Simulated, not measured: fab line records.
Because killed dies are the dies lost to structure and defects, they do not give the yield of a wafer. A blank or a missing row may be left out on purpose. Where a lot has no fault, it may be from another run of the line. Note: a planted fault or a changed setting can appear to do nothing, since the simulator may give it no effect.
Which tool is to blame? | flow rit cmos | 21 wafers from 7 lots sampled at 2 of the route's 202 steps

## WHAT THE GAUGES SHOWED, per wafer
RIT_NRETRO_TW_MEAS_10.
lot  | measured    | on            | NRETRO_TW
L415 | day 3 15:25 | film metro-04 | 1045 1047 1047
L421 | day 4 15:24 | film metro-01 | 978 979 976
L424 | day 5 05:42 | film metro-02 | 1035 1033 1035
L426 | day 5 18:16 | film metro-04 | 1050 1049 1045
L429 | day 6 08:59 | film metro-04 | 1051 1050 1043
L431 | day 6 18:31 | film metro-04 | 1047 1051 1042
L433 | day 7 04:04 | film metro-01 | 1053 1054 1055

## WHAT TOOL EACH LOT RAN ON (gives the tool, then ch and the chambers of the sampled wafers, and finally the start)
lot  | RIT_NRETRO_IMPLANT_08
L415 | implanter-04 ch 0, day 3 15:07
L421 | implanter-02 ch 0, day 4 15:07
L424 | implanter-04 ch 0, day 5 05:25
L426 | implanter-03 ch 0, day 5 17:59
L429 | implanter-03 ch 0, day 6 08:40
L431 | implanter-04 ch 0, day 6 18:12
L433 | implanter-04 ch 0, day 7 03:46
- RIT_NRETRO_IMPLANT_08

## THE ANSWER, worked out from the rows above alone
Rule: usual is defined by the lots themselves. Put in order of their means at a reading, lots are off if they are a third of the lots or fewer, leave a main group of 4 or more, and stand apart from it by a gap of 3 or more times the standard deviation of the main group's means; of several such gaps the widest counts. The tables above print the reading to a certain number of digits; a main group whose means all agree to those digits is not used. Also off: a lot with no number at a reading for which 4 or more lots have one. All remaining lots with rows at the step are treated as sound.
Off: at RIT_NRETRO_TW_MEAS_10 (NRETRO_TW), L421. Main group: mean 1046, sd 5.9.
If a tool, at a process step before that reading, ran all the lots that are off and no sound lot after the first of them, it fits. The gauges at RIT_NRETRO_TW_MEAS_10 are tried like those tools. One fits: RIT_NRETRO_IMPLANT_08 on implanter-02. It ran no sound lot before its first lot that is off in this sample, so the start can't be narrowed down.

## WHAT THE SIMULATOR PUT IN
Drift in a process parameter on implanter-02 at RIT_NRETRO_IMPLANT_08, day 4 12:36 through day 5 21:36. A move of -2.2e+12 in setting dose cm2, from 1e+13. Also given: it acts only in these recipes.
Struck lots among those shown: L421. Same finding as the rule above.
